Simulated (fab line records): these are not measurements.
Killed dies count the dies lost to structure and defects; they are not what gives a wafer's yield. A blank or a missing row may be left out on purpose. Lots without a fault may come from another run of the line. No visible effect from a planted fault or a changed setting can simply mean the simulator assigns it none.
fab line records	flow rit_cmos
record lots=6	wafers=18	last_day=6
route steps=202 shown PRETRO@72 GATE@75 FOX2@80 REOX@98 NLDD@103 SDANNEAL@155 M1@202
lots that met no fault: taken from a fault-free run of the same line
start_h: hours from the record's opening day to when the first of the lot's shown wafers began	wait_h: hours since the lot's step before	" as in the row above	L1.1+2: a single row standing in for several wafers	- no value, or no start given	* or withheld: withheld	< > ~ a bound
route shown NAME@n: NAME is a module with steps in the file, n the number in the route of the first one	usual: average and standard deviation across the fault-free wafers	same: alike in all rows	chamber/n: place in a boat	sites: each site's reading	_std_site: how widely they spread, as a standard deviation	_edge_site: outer sites' mean less inner sites'	radius_mm: for every site, how far away it sits from the centre of the wafer	mask NAME#n: copy n	behind: the tool/chamber that last shaped the wafer	hold: why the lot went on hold/how many hours it stayed there/how the hold came to an end	device: whichever transistor did not switch (one of n, p or np)	end of line: tests run on the same wafers once the route is complete	where a step has no rows: the recipe by itself	killed: not the wafer's yield, but the dies lost to structure and defects at the first sort	map: per-die view of a wafer (x killed, . not killed, _ where there is no die)
set.NAME: the setting as run; set.NAME@STEP: as run at that earlier step	model.NAME: the simulator's own value behind a step, which no gauge read
certain route steps with their lots: each step a table, each wafer a row
services: a tool's chamber out of use, with start hour (start_h, from the record's first day; less than 0 if before it), hours out, and reason
## steps
# step RIT_PRETRO_IMPLANT_08
# recipe species=B	energy_kev=45	dose_cm2=1.2e+13	tilt_deg=7
# step RIT_PRETRO_STRIP_09
# recipe chemistry=O2	time_s=180	resist=NOVOLAK	platen_temp_c=withheld	power_w=500	pressure_mtorr=4000	o2_flow_sccm=4000
# usual drypump_motor_current_A=5.74/0.22
lot.wafer	tool	chamber	start_h	wait_h	drypump_motor_current_A	rf_hours_counter_h
L120.1	plasma_asher-01	1	60.43	0.1	6.05	38
L120.3	"	0	"	"	5.72	-
L120.6	"	0	"	"	5.71	-
L121.1	plasma_asher-03	0	64.48	0.1	5.41	42
L121.2	"	1	"	"	5.75	42
L121.5	"	0	"	"	5.40	-
L126.1	plasma_asher-02	1	90.49	0.1	6.01	29
L126.2	"	0	"	"	5.79	29
L126.5	"	1	"	"	6.03	-
L127.1	plasma_asher-03	0	93.73	0.1	5.42	45
L127.3	"	1	"	"	5.73	-
L127.4	"	0	"	"	5.42	-
L129.1	plasma_asher-03	1	103.14	0.1	5.74	46
L129.4	"	0	"	"	5.40	-
L129.6	"	0	"	"	5.40	-
L131.2	plasma_asher-02	1	110.39	0.1	6.01	32
L131.4	"	0	"	"	5.79	-
L131.6	"	1	"	"	6.02	-
# step RIT_PRETRO_TW_MEAS_10
# usual PRETRO_TW=475/3.1
lot.wafer	tool	chamber	start_h	wait_h	PRETRO_TW
L120.1	film_metro-02	-	60.61	0.1	474
L120.3	"	-	"	"	475
L120.6	"	-	"	"	476
L121.1	film_metro-01	-	64.65	0.1	472
L121.2	"	-	"	"	472
L121.5	"	-	"	"	468
L126.1	film_metro-01	-	90.66	0.1	473
L126.2	"	-	"	"	471
L126.5	"	-	"	"	472
L127.1	film_metro-02	-	93.91	0.1	477
L127.3	"	-	"	"	478
L127.4	"	-	"	"	477
L129.1	film_metro-04	-	103.31	0.1	476
L129.4	"	-	"	"	477
L129.6	"	-	"	"	477
L131.2	film_metro-01	-	110.57	0.1	471
L131.4	"	-	"	"	469
L131.6	"	-	"	"	471
# step RIT_GATE_WET_ETCH_00
# recipe chemistry=BOE	target=SiO2	target_depth_nm=56	time_s=60	dry=n2_spin	dilution=10:1	temp_c=21.5
# step RIT_GATE_CLEAN_01
# recipe chemistry=SC1	mix=3:3:50	time_s=600	temp_c=75
# step RIT_GATE_CLEAN_02
# recipe chemistry=dHF	dilution=50:1	time_s=30
# step RIT_GATE_CLEAN_03
# recipe chemistry=SC2	mix=3:3:50	time_s=600	temp_c=75	dry=n2_spin
# step RIT_GATE_CLEAN_04
# recipe chemistry=dHF	dilution=50:1	time_s=60	dry=n2_spin
# step RIT_FOX2_THK_MEAS_91
# recipe reads=SiO2_of_FOX2_OXIDATION_00
# usual FIELD_OXIDE_LEFT_2_THK=256/6.2
lot.wafer	tool	chamber	start_h	wait_h	FIELD_OXIDE_LEFT_2_THK[nm]
L120.1	film_metro-03	-	61.09	0.0	252
L120.3	"	-	"	"	250
L120.6	"	-	"	"	248
L121.1	film_metro-02	-	65.14	0.0	259
L121.2	"	-	"	"	251
L121.5	"	-	"	"	253
L126.1	film_metro-04	-	91.16	0.0	253
L126.2	"	-	"	"	249
L126.5	"	-	"	"	255
L127.1	film_metro-03	-	94.40	0.0	261
L127.3	"	-	"	"	262
L127.4	"	-	"	"	267
L129.1	film_metro-03	-	103.81	0.0	257
L129.4	"	-	"	"	256
L129.6	"	-	"	"	248
L131.2	film_metro-04	-	111.06	0.0	241
L131.4	"	-	"	"	248
L131.6	"	-	"	"	243
# step RIT_GATE_OXIDATION_05
# recipe temp_c=900	ambient=O2	target_thk_a=30	ox_time_s=270
# step RIT_GATE_ANNEAL_06
# recipe temp_c=900	time_s=600	ambient=N2O
# step RIT_GATE_THK_MEAS_07
# recipe reads=SiO2_of_GATE_OXIDATION_05
# usual GATE_OXIDE_THK=3.00/0.068
lot.wafer	tool	chamber	start_h	wait_h	GATE_OXIDE_THK[nm]
L120.1	film_metro-02	-	65.94	0.0	3.03
L120.3	"	-	"	"	3.00
L120.6	"	-	"	"	3.10
L121.1	film_metro-03	-	72.59	0.0	2.99
L121.2	"	-	"	"	3.12
L121.5	"	-	"	"	3.10
L126.1	film_metro-02	-	93.25	0.0	3.11
L126.2	"	-	"	"	3.02
L126.5	"	-	"	"	3.03
L127.1	film_metro-02	-	97.30	0.0	2.94
L127.3	"	-	"	"	2.95
L127.4	"	-	"	"	2.99
L129.1	film_metro-03	-	107.53	0.0	2.97
L129.4	"	-	"	"	2.98
L129.6	"	-	"	"	2.99
L131.2	film_metro-04	-	115.19	0.0	3.08
L131.4	"	-	"	"	3.02
L131.6	"	-	"	"	2.97
# step RIT_GATE_CVD_08
# recipe material=poly-Si	target_thk_nm=250	temp_c=610	precursor=SiH4	time_s=2220	pressure_mtorr=300	sih4_flow_sccm=100
# usual spike_tc_load_C=629.4/1.7	susceptor_temp_C=610.0/0.31
lot.wafer	tool	chamber	start_h	wait_h	spike_tc_load_C	susceptor_temp_C	model.poly-Si_of_GATE_CVD_08.thk_nm
L120.1	lpcvd-01	1	66.00	0.1	628.4	609.7	247.1
L120.3	"	1	"	"	627.4	610.1	246.5
L120.6	"	1	"	"	628.4	610.0	249.1
L121.1	lpcvd-02	0	72.65	0.1	632.8	609.4	250
L121.2	"	0	"	"	631.8	609.6	252.5
L121.5	"	0	"	"	631.4	609.9	251.7
L126.1	lpcvd-01	1	94.70	1.4	627.3	610.0	170.1
L126.2	"	1	"	"	628.6	609.4	170.6
L126.5	"	1	"	"	628.3	609.9	170.8
L127.1	lpcvd-01	0	97.36	0.1	628.0	610.2	172.1
L127.3	"	0	"	"	628.4	609.7	173.2
L127.4	"	0	"	"	627.6	610.3	171.2
L129.1	lpcvd-02	1	107.59	0.1	630.8	610.4	246.1
L129.4	"	1	"	"	629.3	610.0	249.3
L129.6	"	1	"	"	632.7	610.0	249.3
L131.2	lpcvd-02	1	115.24	0.0	630.9	610.2	248.3
L131.4	"	1	"	"	631.4	609.9	248.3
L131.6	"	1	"	"	628.7	610.1	246.1
# step RIT_GATE_THK_MEAS_09
# recipe reads=poly-Si_of_GATE_CVD_08
# usual GATE_POLY_THK=249.1/2.2
lot.wafer	tool	chamber	start_h	wait_h	GATE_POLY_THK[nm]
L120.1	film_metro-04	-	67.62	0.0	247.2
L120.3	"	-	"	"	246.6
L120.6	"	-	"	"	249.4
L121.1	film_metro-02	-	74.27	0.0	250.0
L121.2	"	-	"	"	252.5
L121.5	"	-	"	"	251.6
L126.1	film_metro-04	-	96.32	0.0	169.9
L126.2	"	-	"	"	170.5
L126.5	"	-	"	"	170.9
L127.1	film_metro-04	-	98.98	0.0	172.1
L127.3	"	-	"	"	173.3
L127.4	"	-	"	"	171.3
L129.1	film_metro-03	-	109.20	0.0	246.2
L129.4	"	-	"	"	249.3
L129.6	"	-	"	"	249.3
L131.2	film_metro-04	-	116.86	0.0	248.6
L131.4	"	-	"	"	248.5
L131.6	"	-	"	"	246.0
# step RIT_GATE_HMDS_10
# recipe prime_time_s=60	prime_temp_c=140
# step RIT_GATE_COAT_11
# recipe resist=NOVOLAK	spin_rpm=4250	resist_thk_nm=850
# step RIT_GATE_SOFTBAKE_12
# recipe resist=NOVOLAK	temp_c=90	time_s=60
# step RIT_GATE_EXPOSE_13
# recipe mask_id=M6	na=0.6	source_shape=conventional	sigma_outer=0.6	target_cd_nm=150	dose_mj=380
# step RIT_GATE_PEB_14
# recipe resist=NOVOLAK	temp_c=withheld	time_s=withheld
# step RIT_GATE_DEVELOP_15
# recipe resist=NOVOLAK	develop_time_s=50	dev_temp_c=23
# step RIT_GATE_CD_MEAS_16
# recipe target_cd_nm=150
# usual cd_nm=150.0/2.2
lot.wafer	tool	chamber	start_h	wait_h	cd_nm
L120.1	cd_sem-02	-	68.72	-	150.4
L120.3	"	-	"	"	150.7
L120.6	"	-	"	"	149.7
L121.1	cd_sem-01	-	75.18	-	149.8
L121.2	"	-	"	"	151.4
L121.5	"	-	"	"	150.6
L126.1	cd_sem-01	-	97.38	-	148.3
L126.2	"	-	"	"	151.3
L126.5	"	-	"	"	150.2
L127.1	cd_sem-01	-	100.01	-	147.9
L127.3	"	-	"	"	149.6
L127.4	"	-	"	"	146.1
L129.1	cd_sem-02	-	110.24	-	148.8
L129.4	"	-	"	"	148.1
L129.6	"	-	"	"	149.5
L131.2	cd_sem-02	-	118.01	-	147.6
L131.4	"	-	"	"	145.6
L131.6	"	-	"	"	147.4
# step RIT_GATE_OVL_MEAS_17
# usual GATE_OVL=-0.7/1.4
lot.wafer	tool	chamber	start_h	wait_h	GATE_OVL[nm]
L120.1	overlay-01	-	68.84	0.1	-3.3
L120.3	"	-	"	"	-2.6
L120.6	"	-	"	"	-2.4
L121.1	overlay-01	-	75.30	0.1	-2.7
L121.2	"	-	"	"	-2.5
L121.5	"	-	"	"	-0.8
L126.1	overlay-01	-	97.50	0.1	-0.8
L126.2	"	-	"	"	-1.2
L126.5	"	-	"	"	-2.9
L127.1	overlay-02	-	100.13	0.1	1.6
L127.3	"	-	"	"	0.7
L127.4	"	-	"	"	0.5
L129.1	overlay-02	-	110.36	0.1	-1.7
L129.4	"	-	"	"	1.6
L129.6	"	-	"	"	-0.2
L131.2	overlay-02	-	118.11	0.1	-0.2
L131.4	"	-	"	"	0.6
L131.6	"	-	"	"	-0.5
# step RIT_GATE_HARDBAKE_18
# recipe resist=NOVOLAK	temp_c=140	time_s=60
# step RIT_GATE_ETCH_19
# recipe chemistry=SF6/CHF3/O2	time_s=165	SF6_flow_sccm=30	CHF3_flow_sccm=30	O2_flow_sccm=5	target=poly-Si	pressure_mtorr=40	rf_w=160	target_depth_a=3125	over_etch_frac=0.25	stop_on=SiO2
# usual drypump_motor_current_A=5.6/0.34	oes_product_au=0.847/0.013	rf_fwd_power_W=159.2/0.52	throttle_valve_pct=10.26/0.16
lot.wafer	tool	chamber	start_h	wait_h	drypump_motor_current_A	oes_product_au	rf_fwd_power_W	rf_hours_counter_h	throttle_valve_pct	model.GATE.feature_depth_nm	model.etch.depth_nm
L120.1	rie_si-01	3	69.09	0.1	5.4	0.838	159.5	47	10.08	247.1	247.1
L120.3	"	1	"	"	5.6	0.862	158.0	20	10.32	246.5	246.5
L120.6	"	1	"	"	5.6	0.861	159.1	-	10.33	249.1	249.1
L121.1	rie_si-02	2	75.48	0.1	6.0	0.843	158.8	36	10.27	250	250
L121.2	"	0	"	"	5.0	0.862	160.0	44	10.44	252.5	252.5
L121.5	"	0	"	"	5.0	0.862	159.7	-	10.42	251.7	251.7
L126.1	rie_si-01	2	97.68	0.1	5.8	0.684	158.8	103	10.29	170.1	170.1
L126.2	"	3	"	"	5.4	0.648	159.1	47	10.09	170.6	170.6
L126.5	"	3	"	"	5.4	0.649	159.3	-	10.12	170.8	170.8
L127.1	rie_si-02	0	100.63	0.1	5.0	0.667	159.1	45	10.41	172.1	172.1
L127.3	"	1	"	"	5.2	0.657	159.7	7	10.20	173.2	173.2
L127.4	"	2	"	"	6.0	0.646	159.7	36	10.29	171.2	171.2
L129.1	rie_si-02	1	110.55	0.1	5.2	0.828	159.5	7	10.21	246.1	246.1
L129.4	"	2	"	"	6.0	0.837	159.5	36	10.27	249.3	249.3
L129.6	"	1	"	"	5.2	0.837	159.6	-	10.20	249.3	249.3
L131.2	rie_si-02	2	118.33	0.1	6.0	0.834	158.6	36	10.28	248.3	248.3
L131.4	"	1	"	"	5.2	0.838	159.1	7	10.19	248.3	248.3
L131.6	"	1	"	"	5.2	0.833	159.2	-	10.19	246.1	246.1
# step RIT_GATE_STRIP_20
# recipe chemistry=O2	time_s=180	resist=NOVOLAK	platen_temp_c=withheld	power_w=500	pressure_mtorr=4000	o2_flow_sccm=4000
# usual drypump_motor_current_A=5.73/0.28
lot.wafer	tool	chamber	start_h	wait_h	drypump_motor_current_A	rf_hours_counter_h
L120.1	plasma_asher-01	1	69.20	0.1	6.03	40
L120.3	"	1	"	"	6.03	-
L120.6	"	1	"	"	6.07	-
L121.1	plasma_asher-01	1	75.59	0.1	6.08	40
L121.2	"	0	"	"	5.73	40
L121.5	"	0	"	"	5.72	-
L126.1	plasma_asher-03	0	97.79	0.1	5.35	45
L126.2	"	1	"	"	5.73	45
L126.5	"	1	"	"	5.72	-
L127.1	plasma_asher-01	1	100.74	0.1	6.08	43
L127.3	"	0	"	"	5.72	-
L127.4	"	1	"	"	6.05	-
L129.1	plasma_asher-04	1	110.66	0.1	5.76	48
L129.4	"	0	"	"	5.21	-
L129.6	"	1	"	"	5.81	-
L131.2	plasma_asher-04	0	118.44	0.1	5.23	49
L131.4	"	1	"	"	5.77	-
L131.6	"	1	"	"	5.80	-
# step RIT_GATE_CD_MEAS_90
# recipe target_cd_nm=150
# usual cd_nm=150.0/2.2
lot.wafer	tool	chamber	start_h	wait_h	cd_nm
L120.1	cd_sem-02	-	69.37	0.1	150.5
L120.3	"	-	"	"	150.7
L120.6	"	-	"	"	150.6
L121.1	cd_sem-02	-	75.77	0.1	149.8
L121.2	"	-	"	"	151.5
L121.5	"	-	"	"	150.8
L126.1	cd_sem-02	-	97.97	0.1	148.3
L126.2	"	-	"	"	151.0
L126.5	"	-	"	"	149.6
L127.1	cd_sem-02	-	100.91	0.1	147.9
L127.3	"	-	"	"	150.0
L127.4	"	-	"	"	146.3
L129.1	cd_sem-02	-	110.83	0.1	148.5
L129.4	"	-	"	"	148.3
L129.6	"	-	"	"	149.9
L131.2	cd_sem-01	-	118.63	0.1	147.4
L131.4	"	-	"	"	146.1
L131.6	"	-	"	"	147.0
# step RIT_REOX_CLEAN_00
# recipe chemistry=SC1	mix=3:3:50	time_s=600	temp_c=75
# step RIT_REOX_CLEAN_01
# recipe chemistry=dHF	dilution=50:1	time_s=30
# step RIT_REOX_CLEAN_02
# recipe chemistry=SC2	mix=3:3:50	time_s=600	temp_c=75	dry=n2_spin
# step RIT_REOX_OXIDATION_03
# recipe temp_c=900	ambient=O2	target_thk_a=252	ox_time_s=5580
# step RIT_REOX_THK_MEAS_04
# recipe reads=SiO2_of_REOX_OXIDATION_03
# usual REOX_OXIDE_THK=25.3/0.53
lot.wafer	tool	chamber	start_h	wait_h	REOX_OXIDE_THK[nm]
L120.1	film_metro-01	-	76.21	0.0	25.8
L120.3	"	-	"	"	26.0
L120.6	"	-	"	"	26.4
L121.1	film_metro-03	-	81.40	0.0	25.8
L121.2	"	-	"	"	26.0
L121.5	"	-	"	"	25.1
L126.1	film_metro-03	-	101.17	0.0	25.8
L126.2	"	-	"	"	25.6
L126.5	"	-	"	"	25.8
L127.1	film_metro-01	-	105.65	0.0	25.1
L127.3	"	-	"	"	25.4
L127.4	"	-	"	"	25.6
L129.1	film_metro-04	-	115.64	0.0	24.5
L129.4	"	-	"	"	24.6
L129.6	"	-	"	"	24.2
L131.2	film_metro-04	-	121.69	0.0	25.9
L131.4	"	-	"	"	26.0
L131.6	"	-	"	"	26.1
# step RIT_NLDD_HMDS_00
# recipe prime_time_s=60	prime_temp_c=140
# step RIT_NLDD_COAT_01
# recipe resist=NOVOLAK	spin_rpm=3250	resist_thk_nm=1000
# step RIT_NLDD_SOFTBAKE_02
# recipe resist=NOVOLAK	temp_c=90	time_s=60
# step RIT_NLDD_EXPOSE_03
# recipe mask_id=M7	na=0.57	target_cd_nm=40700	dose_mj=250
# step RIT_NLDD_PEB_04
# recipe resist=NOVOLAK	temp_c=withheld	time_s=withheld
# step RIT_NLDD_DEVELOP_05
# recipe resist=NOVOLAK	develop_time_s=50	dev_temp_c=23
# step RIT_NLDD_OVL_MEAS_06
# usual NLDD_OVL=-0.5/1.5
lot.wafer	tool	chamber	start_h	wait_h	NLDD_OVL[nm]
L120.1	overlay-02	-	77.25	-	1.3
L120.3	"	-	"	"	0.1
L120.6	"	-	"	"	-0.2
L121.1	overlay-02	-	82.47	-	1.0
L121.2	"	-	"	"	0.8
L121.5	"	-	"	"	0.1
L126.1	overlay-02	-	102.20	-	0.8
L126.2	"	-	"	"	-0.1
L126.5	"	-	"	"	0.6
L127.1	overlay-02	-	106.61	-	0.8
L127.3	"	-	"	"	1.0
L127.4	"	-	"	"	-1.1
L129.1	overlay-02	-	116.55	-	0.6
L129.4	"	-	"	"	-1.5
L129.6	"	-	"	"	1.7
L131.2	overlay-02	-	122.72	-	-0.6
L131.4	"	-	"	"	-0.8
L131.6	"	-	"	"	-2.0
# step RIT_NLDD_HARDBAKE_07
# recipe resist=NOVOLAK	temp_c=140	time_s=60
# step RIT_NLDD_IMPLANT_08
# recipe species=P	energy_kev=20	dose_cm2=5e+14	tilt_deg=7
# step RIT_NLDD_STRIP_09
# recipe chemistry=O2	time_s=180	resist=NOVOLAK	platen_temp_c=withheld	power_w=500	pressure_mtorr=4000	o2_flow_sccm=4000
# usual drypump_motor_current_A=5.66/0.26
lot.wafer	tool	chamber	start_h	wait_h	drypump_motor_current_A	rf_hours_counter_h
L120.1	plasma_asher-04	0	77.59	0.1	5.25	44
L120.3	"	0	"	"	5.23	-
L120.6	"	1	"	"	5.80	-
L121.1	plasma_asher-04	0	82.80	0.1	5.22	45
L121.2	"	1	"	"	5.79	45
L121.5	"	1	"	"	5.78	-
L126.1	plasma_asher-02	1	102.54	0.1	6.02	31
L126.2	"	0	"	"	5.76	31
L126.5	"	1	"	"	6.01	-
L127.1	plasma_asher-03	0	106.94	0.1	5.37	47
L127.3	"	0	"	"	5.36	-
L127.4	"	1	"	"	5.72	-
L129.1	plasma_asher-02	1	116.88	0.1	6.01	33
L129.4	"	0	"	"	5.76	-
L129.6	"	1	"	"	6.01	-
L131.2	plasma_asher-03	0	123.36	0.1	5.39	1
L131.4	"	1	"	"	5.71	-
L131.6	"	1	"	"	5.75	-
# step RIT_NLDD_TW_MEAS_10
# usual NLDD_TW=2480/15
lot.wafer	tool	chamber	start_h	wait_h	NLDD_TW
L120.1	film_metro-03	-	77.76	0.1	2502
L120.3	"	-	"	"	2490
L120.6	"	-	"	"	2495
L121.1	film_metro-01	-	82.98	0.1	2457
L121.2	"	-	"	"	2475
L121.5	"	-	"	"	2458
L126.1	film_metro-03	-	102.71	0.1	2476
L126.2	"	-	"	"	2478
L126.5	"	-	"	"	2485
L127.1	film_metro-01	-	107.12	0.1	2480
L127.3	"	-	"	"	2482
L127.4	"	-	"	"	2464
L129.1	film_metro-03	-	117.06	0.1	2484
L129.4	"	-	"	"	2480
L129.6	"	-	"	"	2486
L131.2	film_metro-01	-	123.54	0.1	2471
L131.4	"	-	"	"	2479
L131.6	"	-	"	"	2478
# step RIT_SDANNEAL_CLEAN_02
# recipe chemistry=SC2	mix=3:3:50	time_s=600	temp_c=75	dry=n2_spin
# usual bath_heat_duty_pct=16.0/1.5	temp_c=75.01/0.12
lot.wafer	tool	chamber	start_h	wait_h	bath_heat_duty_pct	temp_c	model.poly-Si_of_GATE_CVD_08.thk_nm
L120.1	wet_bench-03	3	85.13	0.0	13.4	74.96	158.5
L120.3	"	3	"	"	14.7	74.83	158.1
L120.6	"	3	"	"	13.9	74.94	161.1
L121.1	wet_bench-03	1	90.32	0.0	17.1	75.07	164
L121.2	"	1	"	"	16.8	75.17	166
L121.5	"	1	"	"	17.5	75.21	164.6
L126.1	wet_bench-03	0	110.25	0.0	18.4	74.97	82.81
L126.2	"	0	"	"	17.8	74.93	84.13
L126.5	"	0	"	"	18.3	74.95	83.42
L127.1	wet_bench-03	3	114.61	0.0	15.1	75.28	84.6
L127.3	"	3	"	"	13.9	75.01	85.71
L127.4	"	3	"	"	14.7	75.19	83.81
L129.1	wet_bench-01	2	124.44	0.0	14.6	75.00	158.8
L129.4	"	2	"	"	14.5	74.71	161.8
L129.6	"	2	"	"	15.1	74.92	161.8
L131.2	wet_bench-03	0	130.86	0.0	18.1	74.91	161.4
L131.4	"	0	"	"	17.9	74.90	160.7
L131.6	"	0	"	"	17.6	74.95	159.2
# step RIT_M1_PROBE_99
# usual killed_at_front_end=6.9/2.9	killed_dies=7.1/2.9	killed_open=3.3/1.8	killed_short=3.6/2.2
# same gross_dies=264	killed_at_M0_to_M3=0	killed_at_M4_up=0	killed_at_back_side=0	killed_at_contacts=0	killed_at_other=0
lot.wafer	tool	chamber	start_h	wait_h	killed_at_front_end	killed_dies	killed_open	killed_short
L120.1	prober-01	-	92.90	0.1	3	3	2	1
L120.3	prober-01	-	93.00	0.2	6	6	3	3
L120.6	prober-01	-	93.15	0.2	5	5	4	1
L126.1	prober-01	-	118.04	0.1	4	4	3	1
L126.2	prober-01	-	118.09	0.1	7	7	3	4
L126.5	prober-01	-	118.24	0.2	3	3	0	3
L127.1	prober-02	-	122.69	0.1	10	10	3	7
L127.3	prober-02	-	122.79	0.2	5	5	3	2
L127.4	prober-02	-	122.84	0.2	7	7	3	4
L131.2	prober-02	-	138.89	0.1	10	10	4	6
L131.4	prober-02	-	138.99	0.2	6	6	2	4
L131.6	prober-02	-	139.09	0.2	5	5	3	2
# killed by level:class
L120.1 GATE:geometric_particle:short=1 GATE:geometric_particle:open=1 REOX:geometric_particle:open=1
L120.3 FOX1:geometric_particle:short=1 FOX1:geometric_particle:open=1 FOX2:geometric_particle:open=1 GATE:geometric_particle:short=1 SPACER:geometric_particle:short=1 SILICIDE:geometric_particle:open=1
L120.6 FOX2:geometric_particle:open=2 SILICIDE:geometric_particle:open=2 GATE:geometric_particle:short=1
L126.1 SPACER:geometric_particle:open=2 GATE:geometric_particle:short=1 SILICIDE:geometric_particle:open=1
L126.2 FOX2:geometric_particle:short=2 FOX2:geometric_particle:open=1 GATE:geometric_particle:open=1 REOX:geometric_particle:short=1 SPACER:geometric_particle:short=1 SPACER:geometric_particle:open=1
L126.5 FOX1:geometric_particle:short=1 GATE:geometric_particle:short=1 SILICIDE:geometric_particle:short=1
L127.1 GATE:geometric_particle:short=3 SPACER:geometric_particle:short=3 FOX1:geometric_particle:short=1 GATE:geometric_particle:open=1 REOX:geometric_particle:open=1 SPACER:geometric_particle:open=1
L127.3 GATE:geometric_particle:open=2 GATE:geometric_particle:short=1 SPACER:geometric_particle:open=1 SPACER:geometric_particle:short=1
L127.4 FOX2:geometric_particle:short=1 GATE:geometric_particle:open=1 GATE:geometric_particle:short=1 REOX:geometric_particle:short=1 REOX:geometric_particle:open=1 SPACER:geometric_particle:open=1 SPACER:geometric_particle:short=1
L131.2 FOX1:geometric_particle:short=3 GATE:geometric_particle:short=2 FOX1:geometric_particle:open=1 GATE:geometric_particle:open=1 REOX:geometric_particle:open=1 REOX:geometric_particle:short=1 SILICIDE:geometric_particle:open=1
L131.4 SILICIDE:geometric_particle:short=2 FOX1:geometric_particle:open=1 FOX1:geometric_particle:short=1 GATE:geometric_particle:short=1 REOX:geometric_particle:open=1
L131.6 FOX1:geometric_particle:open=2 GATE:geometric_particle:short=1 GATE:geometric_particle:open=1 REOX:geometric_particle:short=1
## services
tool	chamber	start_h	hours	kind
plasma_asher-02	-	58.08	9.8	repair
rie_si-01	0	59.94	-	clean
rie_si-01	0	59.94	16.2	scheduled_down
rie_si-01	0	59.94	16.2	vent_cycle
plasma_asher-02	-	67.84	9.9	pm
plasma_asher-04	-	94.35	2.1	repair
rie_si-01	3	100.28	9.3	repair
plasma_asher-04	-	100.74	0.8	repair
plasma_asher-03	-	108.75	9.0	pm
plasma_asher-03	0	108.75	9.0	vent_cycle
plasma_asher-03	1	108.75	9.0	vent_cycle
plasma_asher-03	0	117.75	-	clean
plasma_asher-03	1	117.75	-	clean
## key
first_sign step=RIT_GATE_THK_MEAS_09	reading=GATE_POLY_THK	direction=down	sigmas=35	usual=249.1	struck=171.4
effect step=RIT_GATE_ETCH_19	reading=oes_product_au	direction=down	sigmas=14	usual=0.847	struck=0.659
model_effect step=RIT_GATE_CVD_08	value=poly-Si_of_GATE_CVD_08.thk_nm	without=250.2	struck=171.3
model_effect step=RIT_GATE_ETCH_19	value=GATE.feature_depth_nm	without=250.2	struck=171.3
model_effect step=RIT_SDANNEAL_CLEAN_02	value=poly-Si_of_GATE_CVD_08.thk_nm	without=162.9	struck=84.08
met_at RIT_GATE_CVD_08
struck_wafers L126.1,L126.2,L126.5,L127.1,L127.3,L127.4
tester_left_out L126,L127
fault kind=process_parameter_drift	tool=lpcvd-01	chamber=-	onset_h=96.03	steps=RIT_GATE_CVD_08	channel=target_thk_nm	offset=-78.846	shape=step	end_h=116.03	acts_in=these_recipes_only	stated=250
# tester_left_out: of these lots the tester's yield and bins aren't shown, on N5 and GAA mostly nor the transistor test; their killed dies are dies lost to structure and defects alone, not to doping, threshold or leakage, so they don't give the yield
